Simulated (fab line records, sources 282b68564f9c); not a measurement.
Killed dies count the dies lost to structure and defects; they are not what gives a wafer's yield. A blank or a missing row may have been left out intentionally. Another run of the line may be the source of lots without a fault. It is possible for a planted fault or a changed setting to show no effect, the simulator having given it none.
A struck lot beside a sound one | flow rit-cmos | 27 out of 202 route steps
Sound: wafers L736.2, L736.3, L736.6. Struck: wafers L751.1, L751.5 (left out: L751.6, a lot-mate that was not struck); the cause follows at the end.
For every step that has rows: the tool of each side, followed by ch and its chambers, followed by its first start. Under that, the readings that differ: sound wafers | struck wafers | difference of the means | sigmas: that difference in standard deviations of wafers without a fault.
alike: words and numbers the same on both sides, and readings whose means are apart by under 2 such deviations; not compared: readings that were withheld, readings missing a value for some wafer, numbers with overlapping values and no deviation given by the record, and bounds like >300 which may hide the same value.
A row with sigmas, a row that says differs or no value, or rows on one side alone: a step with any of these is where the two part. Non-overlapping numbers with no deviation appear without sigmas and do not part them. Lack of a reading on every wafer of one side parts them only where that side has two or more wafers.

first, 4 steps without rows for these wafers: RIT_CONTACT_SOFTBAKE_04 (time 60 s); RIT_CONTACT_EXPOSE_05 (exposes mask M11, target cd 1000 nm); RIT_CONTACT_PEB_06; RIT_CONTACT_DEVELOP_07 (develop time 120 s).
RIT_CONTACT_CD_MEAS_08: the cd target is 1000 nm.
  struck on cd-sem-01, day 6 22:51; sound on cd-sem-01, day 3 19:17
  reading    | sound             | struck        | difference | sigmas
  cd-nm (nm) | 997.8 994.4 993.9 | 1000.8 1000.3 | +5.2       | +2
RIT_CONTACT_OVL_MEAS_09:
  struck on overlay-01, day 6 22:58; sound on overlay-02, day 3 19:23
  alike: CONTACT_OVL
then, 1 step without rows for these wafers: RIT_CONTACT_HARDBAKE_10 (time 60 s).
RIT_CONTACT_ETCH_11: etches SiO2 in CHF3/CF4/Ar, stops on TiSi2, target depth 480 nm, time 320 s.
  sound on rie-diel-02 ch 0,2, day 3 19:34; struck on rie-diel-02 ch 0,2, day 6 23:10
  alike: drypump-motor-current-A, oes-product-au, throttle-valve-pct
  not compared: rf-hours-counter-h
RIT_CONTACT_STRIP_12: strips in O2, time 180 s.
  sound on plasma-asher-02 ch 0,1, day 3 19:46; struck on plasma-asher-04 ch 0,1, day 6 23:21
  alike: drypump-motor-current-A
  not compared: rf-hours-counter-h
RIT_CONTACT_CD_MEAS_90: the cd target is 1000 nm.
  struck on cd-sem-01, day 6 23:32; sound on cd-sem-01, day 3 19:58
  reading    | sound             | struck        | difference | sigmas
  cd-nm (nm) | 997.6 993.9 994.0 | 1000.4 1000.1 | +5.1       | +2
then, 2 steps without rows for these wafers: RIT_CONTACT_CLEAN_13 (cleans in SC1, time 600 s); RIT_CONTACT_CLEAN_14 (cleans in SC2, time 600 s).
RIT_M1_SPUTTER_00: material Al, target thk 400 nm, time 500 s.
  struck on pvd-sputter-01, day 7 00:00; sound on pvd-sputter-01, day 3 20:25
  reading                               | sound           | struck    | difference | sigmas
  model.Al_of_M1_SPUTTER_00.thk-nm (nm) | 404.8 400 402.2 | 442.9 442 | +40.1      |
  alike: throttle-valve-pct
RIT_M1_RS_MEAS_01: a four-point-probe measurement.
  struck on film-metro-01, day 7 00:17; sound on film-metro-02, day 3 20:43
  reading           | sound                | struck        | difference | sigmas
  M1_AL_RS (ohm/sq) | 0.0727 0.0733 0.0730 | 0.0662 0.0663 | -0.0067    | -9
RIT_M1_THK_MEAS_02: measures by xrf.
  struck on film-metro-01, day 7 00:25; sound on film-metro-02, day 3 20:50
  reading        | sound       | struck  | difference | sigmas
  M1_AL_THK (nm) | 402 398 402 | 444 439 | +41        | +9
then, 6 steps without rows for these wafers: RIT_M1_HMDS_03 (prime time 60 s); RIT_M1_COAT_04 (resist thk 1300 nm); RIT_M1_SOFTBAKE_05 (time 60 s); RIT_M1_EXPOSE_06 (exposes mask M12, target cd 2600 nm); RIT_M1_PEB_07; RIT_M1_DEVELOP_08 (develop time 68 s).
RIT_M1_CD_MEAS_09: the cd target is 2600 nm.
  struck on cd-sem-01, day 7 01:21; sound on cd-sem-01, day 3 21:55
  alike: cd-nm
RIT_M1_OVL_MEAS_10:
  struck on overlay-02, day 7 01:28; sound on overlay-02, day 3 22:01
  alike: M1_OVL
then, 1 step without rows for these wafers: RIT_M1_HARDBAKE_11 (time 120 s).
RIT_M1_METAL_ETCH_12: etches Al in Cl2/BCl3, stops on SiO2, time 165 s, target depth 600 nm.
  sound on rie-metal-04 ch 0,1, day 3 22:19; struck on rie-metal-01 ch 1, day 7 01:46
  reading                      | sound             | struck      | difference | sigmas
  drypump-motor-current-A (A)  | 5.0 5.3 5.1       | 6.7 6.7     | +1.6       | +3
  he-backside-leak-sccm (sccm) | 2.95 3.38 2.91    | 3.62 3.82   | +0.64      | +2
  oes-product-au (a.u.)        | 0.762 0.788 0.768 | 0.818 0.816 | +0.044     | +4
  alike: throttle-valve-pct
  not compared: rf-hours-counter-h
then, 1 step without rows for these wafers: RIT_M1_STRIP_13 (strips in nmp, time 600 s).
RIT_M1_PROBE_99:
  struck on prober-01, day 7 04:26; sound on prober-01, day 4 01:37
  reading                  | sound                   | struck          | difference | sigmas
  model.etest.m1.rs-ohm-sq | 0.07148 0.07221 0.07232 | 0.06617 0.06593 | -0.00595   |
  alike: defect-limited-yield, killed-at-front-end, killed-dies, killed-open, killed-short, sort_bin_3_pad_short, sort_bin_5_function, sort_bin_6_memory, sort-n-pass, sort-yield-pct

## WHERE THEY PART
Earliest at RIT_CONTACT_CD_MEAS_08; latest, in this record, at RIT_M1_METAL_ETCH_12. Later steps at which nothing parts them and some readings are alike: RIT_M1_PROBE_99.

WHY: whatever the simulator had introduced
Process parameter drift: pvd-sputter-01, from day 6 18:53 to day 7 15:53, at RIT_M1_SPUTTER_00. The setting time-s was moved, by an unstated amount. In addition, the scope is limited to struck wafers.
